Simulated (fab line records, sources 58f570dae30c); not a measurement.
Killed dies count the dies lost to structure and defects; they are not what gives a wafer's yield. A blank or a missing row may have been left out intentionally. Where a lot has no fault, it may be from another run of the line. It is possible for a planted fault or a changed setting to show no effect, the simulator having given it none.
Which tool did it?	flow berkeley-cmos170	Sampling: 14 lots, 42 wafers, 5 of 331 route steps

## WHAT THE GAUGES SHOWED, per wafer
UCB170_NLDD_OVL_MEAS_07.
lot	measured	on	NLDD_OVL (nm)
L981	day 8 05:32	overlay-02	5 4 8
L983	day 8 05:47	overlay-02	-2 -9 -4
L982	day 8 06:01	overlay-02	9 5 10
L987	day 8 17:29	overlay-02	4 -3 3
L985	day 8 17:50	overlay-02	-1 0 -5
L984	day 8 18:05	overlay-01	2 -1 8
L988	day 9 06:29	overlay-01	4 4 5
L989	day 9 17:06	overlay-01	-4 -8 -4
L991	day 9 18:08	overlay-02	1 -2 1
L993	day 10 07:23	overlay-01	-11 -6 1
L992	day 10 07:34	overlay-01	1 6 4
L999	day 11 07:01	overlay-02	-3 -5 -1
L100	day 12 03:49	overlay-02	-5 -1 -3
L102	day 12 17:35	overlay-02	-5 2 -6

UCB170_M2_THK_MEAS_03: measures by xrf.
lot	measured	on	M2_AL_THK (nm)
L981	day 9 08:11	film-metro-04	882 894 883
L983	day 9 07:13	film-metro-02	898 912 910
L982	day 9 09:40	film-metro-01	873 853 869
L987	day 9 16:59	film-metro-02	893 899 917
L985	day 9 19:08	film-metro-04	882 884 879
L984	day 9 17:50	film-metro-02	906 888 891
L988	day 10 07:59	film-metro-01	880 874 888
L989	day 10 16:50	film-metro-02	898 885 892
L991	day 10 18:07	film-metro-02	891 912 896
L993	day 11 07:59	film-metro-04	891 887 896
L992	day 11 09:46	film-metro-01	877 892 879
L999	day 12 12:05	film-metro-01	886 886 888
L100	day 13 05:40	film-metro-04	895 888 880
L102	day 13 23:22	film-metro-04	890 890 894

UCB170_V2_THK_MEAS_04.
lot	measured	on	V2_POLISHED_THK (nm)
L981	day 9 11:49	film-metro-01	999.6 997.9 997.9
L983	day 9 10:49	film-metro-01	999.3 999.0 997.0
L982	day 9 13:41	film-metro-03	1000.2 1001.9 1001.1
L987	day 9 20:31	film-metro-01	998.4 1000.9 1000.3
L985	day 9 22:05	film-metro-01	1002.3 999.1 1000.5
L984	day 9 21:13	film-metro-03	1001.7 998.9 1001.3
L988	day 10 11:39	film-metro-01	998.6 1001.2 997.1
L989	day 10 21:19	film-metro-01	999.4 1002.4 1000.7
L991	day 10 21:39	film-metro-03	1000.6 999.2 1001.3
L993	day 11 10:59	film-metro-04	996.8 998.6 999.3
L992	day 11 12:45	film-metro-01	1003.8 999.8 1000.7
L999	day 12 16:53	film-metro-01	997.3 998.2 997.7
L100	day 13 09:13	film-metro-03	998.7 1002.6 998.4
L102	day 14 02:38	film-metro-03	1000.4 996.9 1000.4

## TOOL THAT RAN EACH LOT (tool first, then ch and the chambers of the sampled wafers, then the start)
lot	UCB170_M2_METAL_ETCH_18	UCB170_M2_STRIP_19
L981	rie-metal-03 ch 0,1, day 9 10:46	plasma-asher-02 ch 0,1, day 9 10:58
L983	rie-metal-02 ch 0,1, day 9 09:49	plasma-asher-04 ch 0,1, day 9 09:59
L982	rie-metal-02 ch 0,1, day 9 12:38	plasma-asher-04 ch 0,1, day 9 12:49
L987	rie-metal-03 ch 0,1, day 9 19:28	plasma-asher-02 ch 0,1, day 9 19:39
L985	rie-metal-01 ch 0,1, day 9 21:05	plasma-asher-04 ch 0,1, day 9 21:14
L984	rie-metal-02 ch 0,1, day 9 20:11	plasma-asher-02 ch 0,1, day 9 20:22
L988	rie-metal-03 ch 0, day 10 10:29	plasma-asher-02 ch 0,1, day 10 10:47
L989	rie-metal-03 ch 0,1, day 10 20:11	plasma-asher-04 ch 0,1, day 10 20:22
L991	rie-metal-02 ch 0,1, day 10 20:36	plasma-asher-02 ch 0,1, day 10 20:47
L993	rie-metal-02 ch 0,1, day 11 09:56	plasma-asher-02 ch 0,1, day 11 10:07
L992	rie-metal-03 ch 0,1, day 11 11:42	plasma-asher-03 ch 0,1, day 11 11:53
L999	rie-metal-01 ch 0,1, day 12 15:43	plasma-asher-04 ch 0,1, day 12 15:54
L100	rie-metal-02 ch 0,1, day 13 08:11	plasma-asher-04 ch 0,1, day 13 08:22
L102	rie-metal-01 ch 0,1, day 14 01:35	plasma-asher-04 ch 0,1, day 14 01:46
- UCB170_M2_METAL_ETCH_18: etches Al in Cl2/BCl3, stops on SiO2, target depth 1170 nm, time 195 s.
- UCB170_M2_STRIP_19: strips in O2.

## WHAT THE TOOLS THEMSELVES READ (means of the sampled wafers that have a number; where no wafer has one, the mark that the record gives instead)
UCB170_M2_METAL_ETCH_18.
lot	tool	chamber-pressure-mTorr (mTorr)	drypump-motor-current-A (A)	oes-product-au (a.u.)	throttle-valve-pct (%)
L981	rie-metal-03	12.000	5.9	0.845	24.28
L983	rie-metal-02	12.002	5.5	0.877	24.47
L982	rie-metal-02	12.002	5.9	0.869	24.26
L987	rie-metal-03	11.987	6.1	0.860	24.38
L985	rie-metal-01	12.006	5.9	0.857	24.70
L984	rie-metal-02	11.998	5.9	0.876	24.25
L988	rie-metal-03	12.006	6.3	0.863	24.51
L989	rie-metal-03	12.007	6.1	0.859	24.38
L991	rie-metal-02	11.998	5.5	0.881	24.47
L993	rie-metal-02	11.999	5.5	0.875	24.47
L992	rie-metal-03	12.002	5.9	0.850	24.27
L999	rie-metal-01	11.995	5.9	0.867	24.71
L100	rie-metal-02	11.979	5.5	0.874	24.48
L102	rie-metal-01	12.009	5.8	0.860	24.79

UCB170_M2_STRIP_19.
lot	tool	chamber-pressure-mTorr (mTorr)	drypump-motor-current-A (A)	oes-product-au (a.u.)
L981	plasma-asher-02	3503.7	5.6	0.549
L983	plasma-asher-04	3501.8	5.1	0.540
L982	plasma-asher-04	3497.4	5.2	0.564
L987	plasma-asher-02	3500.4	5.6	0.550
L985	plasma-asher-04	3501.0	5.2	0.565
L984	plasma-asher-02	3498.4	5.6	0.558
L988	plasma-asher-02	3502.8	5.6	0.570
L989	plasma-asher-04	3499.3	5.2	0.612
L991	plasma-asher-02	3501.2	5.6	0.540
L993	plasma-asher-02	3501.3	5.6	0.527
L992	plasma-asher-03	3501.0	6.0	0.569
L999	plasma-asher-04	3500.7	5.1	0.571
L100	plasma-asher-04	3499.2	5.2	0.534
L102	plasma-asher-04	3501.4	5.1	0.576

## THE ANSWER, worked out from the rows above alone
Rule: the usual values come from the lots themselves. The widest of any qualifying gaps counts: lots, ordered by their means at a reading, are off when they make up no more than a third of the lots, leave a main group of 4 or more, and stand apart from it by 3 or more times the standard deviation of that group's means. If all means in a main group match to the digits the tables above print for the reading, that group is not used. Also off: a lot with no number at a reading for which 4 or more lots have one. The other lots that the step has rows for count as sound. After the gauges, taken in route order, come the tools' own readings; for these a lot's mean is taken, as printed above. The first step at which some lot is off is used, and at that step the reading that is off furthest; a lot without a number counts as furthest.
No lot is off on any of the readings shown, so nothing can be concluded from this.

## WHAT HAD BEEN PUT IN BY THE SIMULATOR
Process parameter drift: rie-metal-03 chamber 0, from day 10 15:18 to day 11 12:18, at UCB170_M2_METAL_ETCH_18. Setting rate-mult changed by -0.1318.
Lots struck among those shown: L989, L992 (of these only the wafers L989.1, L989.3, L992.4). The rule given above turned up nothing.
